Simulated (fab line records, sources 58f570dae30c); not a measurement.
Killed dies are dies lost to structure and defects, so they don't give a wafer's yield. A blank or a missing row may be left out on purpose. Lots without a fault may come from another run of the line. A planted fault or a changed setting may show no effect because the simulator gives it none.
Which tool did it? | flow berkeley_cmos170 | 14 lots, 42 wafers sampled, at 2 steps of a route of 331

WHAT THE GAUGES READ, wafer by wafer
UCB170_V1_THK_MEAS_01.
lot  | measured     | on            | V1_TEOS_THK (nm)
L870 | day 7 12:06  | film_metro-01 | 2016 2035 2008
L872 | day 7 12:05  | film_metro-04 | 1983 1994 2023
L871 | day 7 12:14  | film_metro-03 | 1935 1975 1958
L873 | day 7 19:10  | film_metro-01 | 1990 2004 2033
L874 | day 8 02:20  | film_metro-04 | 1764 1827 1812 1765 1826 1812
L877 | day 8 13:16  | film_metro-03 | 1794 1793 1829 1793 1794 1827
L884 | day 10 09:02 | film_metro-01 | 1954 2014 2030
L887 | day 10 22:17 | film_metro-01 | 1958 1992 2015
L890 | day 11 06:47 | film_metro-04 | 1957 1942 1996
L888 | day 11 06:49 | film_metro-01 | 1996 1956 1991
L889 | day 11 06:56 | film_metro-01 | 1936 1967 1971
L891 | day 11 06:58 | film_metro-04 | 1986 2009 2034
L892 | day 11 07:06 | film_metro-04 | 1974 1986 1997
L893 | day 11 19:53 | film_metro-01 | 2001 1965 2036

WHICH TOOL RAN EACH LOT (tool, then ch and the chambers of the sampled wafers, then the start)
lot  | UCB170_V1_CVD_00
L870 | pecvd-04 ch 0,2, day 7 11:56
L872 | pecvd-01 ch 0,1, day 7 11:56
L871 | pecvd-04 ch 0,2, day 7 12:05
L873 | pecvd-01 ch 0,1, day 7 19:01
L874 | pecvd-01 ch 0,1,2, day 8 02:10
L877 | pecvd-01 ch 0,1, day 8 13:05
L884 | pecvd-04 ch 0,1,2, day 10 08:53
L887 | pecvd-03 ch 0,1,2, day 10 22:08
L890 | pecvd-01 ch 0,1,2, day 11 06:38
L888 | pecvd-04 ch 0,1,2, day 11 06:43
L889 | pecvd-01 ch 1,2, day 11 06:47
L891 | pecvd-04 ch 0,1,2, day 11 06:47
L892 | pecvd-01 ch 0,2, day 11 06:56
L893 | pecvd-04 ch 0,2, day 11 19:43
- UCB170_V1_CVD_00: deposits SiO2 from TEOS/O2, target thk 2000 nm, time 250 s.

WHAT THE TOOLS THEMSELVES READ (means of the sampled wafers that have a number; where no wafer has one, the mark that the record gives instead)
UCB170_V1_CVD_00.
lot  | tool     | heater_power_w (W) | pressure_mtorr (mTorr) | run_length_s (s)
L870 | pecvd-04 | 222                | 8994                   | 277.6
L872 | pecvd-01 | 232                | 9003                   | 277.6
L871 | pecvd-04 | 222                | 9009                   | 277.3
L873 | pecvd-01 | 248                | 9017                   | 277.6
L874 | pecvd-01 | 261                | 8995                   | 252.7
L877 | pecvd-01 | 268                | 8998                   | 252.8
L884 | pecvd-04 | 202                | 8987                   | 277.2
L887 | pecvd-03 | 232                | 9018                   | 277.6
L890 | pecvd-01 | 261                | 9006                   | 277.6
L888 | pecvd-04 | 195                | 9015                   | 277.4
L889 | pecvd-01 | 238                | 8986                   | 278.2
L891 | pecvd-04 | 197                | 8993                   | 277.3
L892 | pecvd-01 | 251                | 9008                   | 277.4
L893 | pecvd-04 | 248                | 8993                   | 277.3

THE ANSWER, worked out from the rows above alone
Rule: what is usual is taken from the lots themselves. Put in order of their means at a reading, lots are off if they are a third of the lots or fewer, leave a main group of 4 or more, and stand apart from it by a gap of 3 or more times the standard deviation of the main group's means; of several such gaps the widest counts. A main group whose means are all the same, to the digits that the tables above print for the reading, isn't used. A lot without any number at a reading at which 4 lots or more have one is off too. The other lots that the step has rows for count as sound. The gauges are gone through in route order, then the tools' own readings, and for those a lot's mean is taken as printed above. The first step at which some lot is off is used, and at that step the reading that is off furthest; a lot without a number counts as furthest.
Off: L874, L877, at UCB170_V1_THK_MEAS_01 (V1_TEOS_THK). The main group: mean 1989 nm, standard deviation 20.
A tool fits if, at a process step before that reading, it ran every lot that is off, and no sound lot after the first of them. The gauges at UCB170_V1_THK_MEAS_01 aren't tried: what is off there is off at UCB170_V1_CVD_00 too, on other tools, and a gauge's error can't cause that. None of those tried fits.

WHAT THE SIMULATOR HAD PUT IN
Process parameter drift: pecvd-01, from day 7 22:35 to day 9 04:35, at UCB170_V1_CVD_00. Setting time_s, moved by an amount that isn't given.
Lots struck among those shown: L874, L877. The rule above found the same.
